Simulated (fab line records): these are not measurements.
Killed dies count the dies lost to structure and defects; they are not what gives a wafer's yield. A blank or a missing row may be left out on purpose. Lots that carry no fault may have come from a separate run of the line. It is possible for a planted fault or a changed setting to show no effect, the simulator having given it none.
Problem report in the 8D (eight disciplines) form, filled by code | flow ritCmos | the parts of the form that need people (team, actions taken, sign-off) are left out

1. PROBLEM STATEMENT
Wafers without a fault read 52.03 W, standard deviation 0.06; heaterPowerTotalW at RIT_M1_HARDBAKE_11 reads a mean of 50.31 W on 6 wafers belonging to 2 lots. Relative to the usual mean, that is a shift of -29 standard deviations.
The step: time 120 s.
Seen first at day 5 03:29 on lithoTrack-03, wafer L244.2. At this step, 18 wafers from 6 lots have a number in the record. Rule for "out", or "out of limits": more than 4 standard deviations from the usual mean. All remaining wafers that have a number are taken as sound.

2. WHAT IT IS AND WHAT IT IS NOT
question                    | is                            | is not
which readings at this step | heaterPowerTotalW, plateTempC | chillPlateTempC
which lots                  | L244, L246                    | L235, L239, L245, L256
which wafers of those lots  | all that have a number        | -
read on which tools         | lithoTrack-03                 | lithoTrack-01, lithoTrack-04
when                        | from day 5 03:29              | up to then (6 sound wafers); but 6 sound wafers of L245, L256 came after

3. THE SUSPECTS, EACH WITH WHAT RULES IT OUT
Counting: a tool at a process step up to the reading stays a suspect if it ran every lot that is out and no sound lot after the first of them.
- pvdSputter-02 at RIT_M1_SPUTTER_00 (material Al, target thk 400 nm, time 500 s): ruled out as a lasting fault. Following L244 (day 5 01:56), the first lot on it that is out, the sound lots L256 were run on it.
- lithoTrack-03 at RIT_M1_HARDBAKE_11 (time 120 s): kept. Every lot that is out went through it, starting with L244 (day 5 03:29), and after that it ran no sound lot; the last sound lot it ran before then is L235 (day 3 05:43). Its own readings are out on those wafers: heaterPowerTotalW, plateTempC.
Left after counting: lithoTrack-03 at RIT_M1_HARDBAKE_11.

4. THE CAUSE (what the simulator had put in)
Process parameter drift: lithoTrack-03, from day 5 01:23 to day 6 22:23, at RIT_M1_HARDBAKE_11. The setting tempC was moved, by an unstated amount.
After counting, this tool was the only one left.

5. THE EFFECT CHAIN, in route order
Each row: a reading where the mean over the struck wafers with a number is more than 3 standard deviations away from the usual. Scope: only readings with a usual standard deviation given in the record; hours: median across lots of the time from each lot's start at the first step in this table that gives one to its start at this step; sigmas: change in usual standard deviations.
hours | step               | reading           | usual    | on struck wafers | change | sigmas
0     | RIT_M1_HARDBAKE_11 | heaterPowerTotalW | 52.03 W  | 50.31            | -1.72  | -29
0     | RIT_M1_HARDBAKE_11 | plateTempC        | 139.96 C | 136.26           | -3.70  | -28
Its process steps:
- RIT_M1_HARDBAKE_11: time 120 s.

6. HOW IT WOULD HAVE BEEN CAUGHT EARLIER
In this record no reading fell out of limits until day 5 03:29, 2 hours after the fault had begun at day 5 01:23.
